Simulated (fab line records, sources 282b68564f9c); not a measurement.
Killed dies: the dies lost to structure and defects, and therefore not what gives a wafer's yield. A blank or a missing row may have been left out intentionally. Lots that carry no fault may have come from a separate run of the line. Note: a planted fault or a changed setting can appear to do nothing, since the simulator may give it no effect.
Which tool was responsible? / flow rit_cmos / Sampling: 13 lots, 39 wafers, 5 of 202 route steps

## WHAT THE GAUGES SHOWED, per wafer
RIT_PRETRO_OVL_MEAS_06.
lot=L393; measured=day 2 15:19; on=overlay-02; PRETRO_OVL (nm)=1.6 0.0 2.4
lot=L394; measured=day 2 18:50; on=overlay-01; PRETRO_OVL (nm)=-2.1 -0.9 -1.4
lot=L395; measured=day 2 23:37; on=overlay-01; PRETRO_OVL (nm)=-1.3 0.0 -0.7
lot=L396; measured=day 3 03:49; on=overlay-02; PRETRO_OVL (nm)=0.8 -1.8 -0.9
lot=L397; measured=day 3 08:08; on=overlay-01; PRETRO_OVL (nm)=-0.6 -1.3 -1.2
lot=L398; measured=day 3 14:58; on=overlay-02; PRETRO_OVL (nm)=1.2 1.1 3.5
lot=L399; measured=day 3 19:52; on=overlay-02; PRETRO_OVL (nm)=1.4 -0.4 1.4
lot=L400; measured=day 3 23:17; on=overlay-02; PRETRO_OVL (nm)=-1.1 -0.9 -1.6
lot=L401; measured=day 4 04:10; on=overlay-01; PRETRO_OVL (nm)=-3.1 -2.0 -3.2
lot=L402; measured=day 4 09:22; on=overlay-02; PRETRO_OVL (nm)=0.1 0.1 0.8
lot=L404; measured=day 5 01:18; on=overlay-01; PRETRO_OVL (nm)=-3.4 -2.9 -2.1
lot=L406; measured=day 5 13:24; on=overlay-02; PRETRO_OVL (nm)=0.7 0.2 0.5
lot=L407; measured=day 5 18:30; on=overlay-01; PRETRO_OVL (nm)=-2.9 -1.9 1.1

RIT_GATE_THK_MEAS_09.
lot=L393; measured=day 2 20:35; on=film_metro-01; GATE_POLY_THK (nm)=249.2 250.1 249.8
lot=L394; measured=day 3 02:56; on=film_metro-02; GATE_POLY_THK (nm)=250.4 251.5 251.2
lot=L395; measured=day 3 07:16; on=film_metro-03; GATE_POLY_THK (nm)=252.6 249.3 248.1
lot=L396; measured=day 3 09:02; on=film_metro-01; GATE_POLY_THK (nm)=249.1 246.6 246.8
lot=L397; measured=day 3 15:04; on=film_metro-01; GATE_POLY_THK (nm)=250.1 248.4 248.4
lot=L398; measured=day 4 00:14; on=film_metro-02; GATE_POLY_THK (nm)=253.6 251.2 254.0
lot=L399; measured=day 4 08:29; on=film_metro-03; GATE_POLY_THK (nm)=249.6 249.9 249.8
lot=L400; measured=day 4 11:59; on=film_metro-01; GATE_POLY_THK (nm)=249.9 250.4 251.4
lot=L401; measured=day 4 12:00; on=film_metro-03; GATE_POLY_THK (nm)=253.1 253.7 251.4
lot=L402; measured=day 4 20:43; on=film_metro-01; GATE_POLY_THK (nm)=254.1 252.2 253.3
lot=L404; measured=day 5 14:29; on=film_metro-01; GATE_POLY_THK (nm)=170.4 170.2 167.2
lot=L406; measured=day 6 05:51; on=film_metro-03; GATE_POLY_THK (nm)=168.8 170.0 169.0
lot=L407; measured=day 6 08:08; on=film_metro-03; GATE_POLY_THK (nm)=250.1 250.7 250.8

RIT_NLDD_OVL_MEAS_06.
lot=L393; measured=day 3 04:02; on=overlay-01; NLDD_OVL (nm)=0.5 0.3 0.3
lot=L394; measured=day 3 10:12; on=overlay-02; NLDD_OVL (nm)=1.0 0.5 2.5
lot=L395; measured=day 3 14:02; on=overlay-01; NLDD_OVL (nm)=0.2 0.6 0.7
lot=L396; measured=day 3 16:20; on=overlay-01; NLDD_OVL (nm)=1.0 0.4 0.9
lot=L397; measured=day 3 23:23; on=overlay-01; NLDD_OVL (nm)=-2.4 -3.6 -0.2
lot=L398; measured=day 4 10:02; on=overlay-01; NLDD_OVL (nm)=-1.1 1.3 1.9
lot=L399; measured=day 4 18:05; on=overlay-01; NLDD_OVL (nm)=-1.1 0.4 1.1
lot=L400; measured=day 4 18:20; on=overlay-02; NLDD_OVL (nm)=-1.5 -2.5 -0.4
lot=L401; measured=day 4 18:35; on=overlay-02; NLDD_OVL (nm)=0.8 0.8 0.5
lot=L402; measured=day 5 06:11; on=overlay-01; NLDD_OVL (nm)=0.8 2.6 0.6
lot=L404; measured=day 5 23:36; on=overlay-01; NLDD_OVL (nm)=0.6 -0.1 0.8
lot=L406; measured=day 6 15:10; on=overlay-02; NLDD_OVL (nm)=-2.4 -1.6 1.2
lot=L407; measured=day 6 15:25; on=overlay-01; NLDD_OVL (nm)=-1.3 -1.4 -1.6

## WHAT TOOL EACH LOT RAN ON (gives the tool, then ch and the chambers of the sampled wafers, and finally the start)
lot=L393; RIT_GATE_CVD_08=lpcvd-02 ch 1, day 2 18:57; RIT_GATE_ETCH_19=rie_si-02 ch 1,2,3, day 2 21:55
lot=L394; RIT_GATE_CVD_08=lpcvd-02 ch 0, day 3 01:19; RIT_GATE_ETCH_19=rie_si-01 ch 1,2, day 3 04:16
lot=L395; RIT_GATE_CVD_08=lpcvd-01 ch 0, day 3 05:39; RIT_GATE_ETCH_19=rie_si-02 ch 0,2, day 3 08:46
lot=L396; RIT_GATE_CVD_08=lpcvd-01 ch 0, day 3 07:23; RIT_GATE_ETCH_19=rie_si-01 ch 0,3, day 3 10:27
lot=L397; RIT_GATE_CVD_08=lpcvd-02 ch 0, day 3 13:26; RIT_GATE_ETCH_19=rie_si-02 ch 0,2,3, day 3 16:26
lot=L398; RIT_GATE_CVD_08=lpcvd-01 ch 0, day 3 22:36; RIT_GATE_ETCH_19=rie_si-01 ch 1,2,3, day 4 01:26
lot=L399; RIT_GATE_CVD_08=lpcvd-02 ch 0, day 4 06:53; RIT_GATE_ETCH_19=rie_si-02 ch 1,2,3, day 4 10:03
lot=L400; RIT_GATE_CVD_08=lpcvd-02 ch 1, day 4 10:22; RIT_GATE_ETCH_19=rie_si-01 ch 0,2, day 4 13:14
lot=L401; RIT_GATE_CVD_08=lpcvd-02 ch 0, day 4 10:22; RIT_GATE_ETCH_19=rie_si-02 ch 0,1,3, day 4 13:27
lot=L402; RIT_GATE_CVD_08=lpcvd-02 ch 1, day 4 19:04; RIT_GATE_ETCH_19=rie_si-01 ch 0,1, day 4 21:54
lot=L404; RIT_GATE_CVD_08=lpcvd-02 ch 0, day 5 12:52; RIT_GATE_ETCH_19=rie_si-01 ch 0,1,3, day 5 15:49
lot=L406; RIT_GATE_CVD_08=lpcvd-02 ch 0, day 6 03:26; RIT_GATE_ETCH_19=rie_si-01 ch 1,2, day 6 07:19
lot=L407; RIT_GATE_CVD_08=lpcvd-01 ch 1, day 6 06:30; RIT_GATE_ETCH_19=rie_si-02 ch 0,2, day 6 09:20
- RIT_GATE_CVD_08: deposits poly-Si from SiH4, target thk 250 nm, time 2220 s.
- RIT_GATE_ETCH_19: etches poly-Si in SF6/CHF3/O2, stops on SiO2, time 165 s, target depth 312.5 nm.

## AS READ BY THE TOOLS THEMSELVES (means over the sampled wafers that have a number; for cases with no such wafer, the mark the record gives instead)
RIT_GATE_CVD_08.
lot=L393; tool=lpcvd-02; zone_power_centre_pct (%)=25
lot=L394; tool=lpcvd-02; zone_power_centre_pct (%)=32
lot=L395; tool=lpcvd-01; zone_power_centre_pct (%)=26
lot=L396; tool=lpcvd-01; zone_power_centre_pct (%)=26
lot=L397; tool=lpcvd-02; zone_power_centre_pct (%)=32
lot=L398; tool=lpcvd-01; zone_power_centre_pct (%)=27
lot=L399; tool=lpcvd-02; zone_power_centre_pct (%)=32
lot=L400; tool=lpcvd-02; zone_power_centre_pct (%)=25
lot=L401; tool=lpcvd-02; zone_power_centre_pct (%)=32
lot=L402; tool=lpcvd-02; zone_power_centre_pct (%)=25
lot=L404; tool=lpcvd-02; zone_power_centre_pct (%)=32
lot=L406; tool=lpcvd-02; zone_power_centre_pct (%)=32
lot=L407; tool=lpcvd-01; zone_power_centre_pct (%)=28

RIT_GATE_ETCH_19.
lot=L393; tool=rie_si-02; drypump_motor_current_A (A)=5.6; oes_product_au (a.u.)=0.854; throttle_valve_pct (%)=10.32
lot=L394; tool=rie_si-01; drypump_motor_current_A (A)=5.6; oes_product_au (a.u.)=0.851; throttle_valve_pct (%)=10.17
lot=L395; tool=rie_si-02; drypump_motor_current_A (A)=5.4; oes_product_au (a.u.)=0.840; throttle_valve_pct (%)=10.38
lot=L396; tool=rie_si-01; drypump_motor_current_A (A)=5.7; oes_product_au (a.u.)=0.851; throttle_valve_pct (%)=10.16
lot=L397; tool=rie_si-02; drypump_motor_current_A (A)=5.3; oes_product_au (a.u.)=0.845; throttle_valve_pct (%)=10.34
lot=L398; tool=rie_si-01; drypump_motor_current_A (A)=5.5; oes_product_au (a.u.)=0.853; throttle_valve_pct (%)=10.12
lot=L399; tool=rie_si-02; drypump_motor_current_A (A)=5.6; oes_product_au (a.u.)=0.855; throttle_valve_pct (%)=10.32
lot=L400; tool=rie_si-01; drypump_motor_current_A (A)=5.8; oes_product_au (a.u.)=0.861; throttle_valve_pct (%)=10.19
lot=L401; tool=rie_si-02; drypump_motor_current_A (A)=5.6; oes_product_au (a.u.)=0.858; throttle_valve_pct (%)=10.32
lot=L402; tool=rie_si-01; drypump_motor_current_A (A)=5.3; oes_product_au (a.u.)=0.872; throttle_valve_pct (%)=10.19
lot=L404; tool=rie_si-01; drypump_motor_current_A (A)=5.4; oes_product_au (a.u.)=0.661; throttle_valve_pct (%)=10.13
lot=L406; tool=rie_si-01; drypump_motor_current_A (A)=5.2; oes_product_au (a.u.)=0.656; throttle_valve_pct (%)=10.14
lot=L407; tool=rie_si-02; drypump_motor_current_A (A)=5.4; oes_product_au (a.u.)=0.839; throttle_valve_pct (%)=10.38

## THE ANSWER, worked out from the rows above alone
Rule: the usual values come from the lots themselves. The widest of any qualifying gaps counts: lots, ordered by their means at a reading, are off when they make up no more than a third of the lots, leave a main group of 4 or more, and stand apart from it by 3 or more times the standard deviation of that group's means. The tables above print the reading to a certain number of digits; a main group whose means all agree to those digits is not used. Also off: a lot with no number at a reading for which 4 or more lots have one. All remaining lots with rows at the step are treated as sound. After the gauges, taken in route order, come the tools' own readings; for these a lot's mean is taken, as printed above. At the first step where some lot is off, the reading lying furthest off is the one used; lots without a number count as furthest.
Off: at RIT_GATE_THK_MEAS_09 (GATE_POLY_THK), L404, L406. Mean 250.6 nm and standard deviation 1.7 in the main group.
A tool fits if, at a process step before that reading, it ran every lot that is off, and no sound lot after the first of them. The gauges at RIT_GATE_THK_MEAS_09 aren't tried: what is off there is off at RIT_GATE_ETCH_19 too, on other tools, and a gauge's error can't cause that. One fits: RIT_GATE_CVD_08 on lpcvd-02. A fault onset in the window from L402 (day 4 19:04, its last sound lot) to L404 (day 5 12:52, its first lot off) fits.

## WHAT THE SIMULATOR PUT IN
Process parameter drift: lpcvd-02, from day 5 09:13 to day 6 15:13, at RIT_GATE_CVD_08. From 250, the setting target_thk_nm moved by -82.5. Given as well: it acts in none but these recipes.
Struck lots among those shown: L404, L406. Same finding as the rule above.
